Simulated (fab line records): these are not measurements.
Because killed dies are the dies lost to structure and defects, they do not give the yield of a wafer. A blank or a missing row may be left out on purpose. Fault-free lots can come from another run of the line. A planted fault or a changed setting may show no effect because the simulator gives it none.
Matching of chambers -- flow berkeley cmos170 -- UCB170_M2_ETCH_17 on rie diel-02 has 3 sister chambers
The step etches BARC in N2/H2. 6 wafers are shown with their chamber, then 6 later ones without.

== WAFERS WITH THEIR CHAMBER ==
wafer,chamber,throttle valve pct (%),oes product au (a.u.)
L395.5,1,13.60,1.014
L397.1,3,13.21,1.052
L397.5,2,13.41,0.988
L397.6,3,13.20,1.048
L400.1,1,13.62,1.016
L400.3,2,13.40,0.983

== WAFERS WITHOUT THEIR CHAMBER ==
wafer,throttle valve pct (%),oes product au (a.u.)
L400.5,13.62,1.009
L402.1,13.39,0.997
L402.2,13.19,1.039
L402.5,13.19,1.045
L404.2,13.18,1.042
L404.3,13.42,0.998

== EACH ONE'S CHAMBER ==
wafer,from the rows above,in truth
L400.5,1,1
L402.1,2,2
L402.2,3,3
L402.5,3,3
L404.2,3,3
L404.3,2,2
Correctly placed: 6 of 6. Not placeable from these rows: 0. Placed wrongly: 0.
How it was worked out, from the rows above alone: a wafer's distance from a chamber is the root of the sum, over the readings, of the square of ((its reading less the chamber's mean) divided by the reading's scatter). The wafer belongs to the nearest chamber; if the next one is less than 2 further off, it can't be placed. A chamber's mean is the mean of its shown wafers. The scatter: the root of (the sum of the squares of (reading less its chamber's mean) over the shown wafers, divided by (wafers less chambers)).
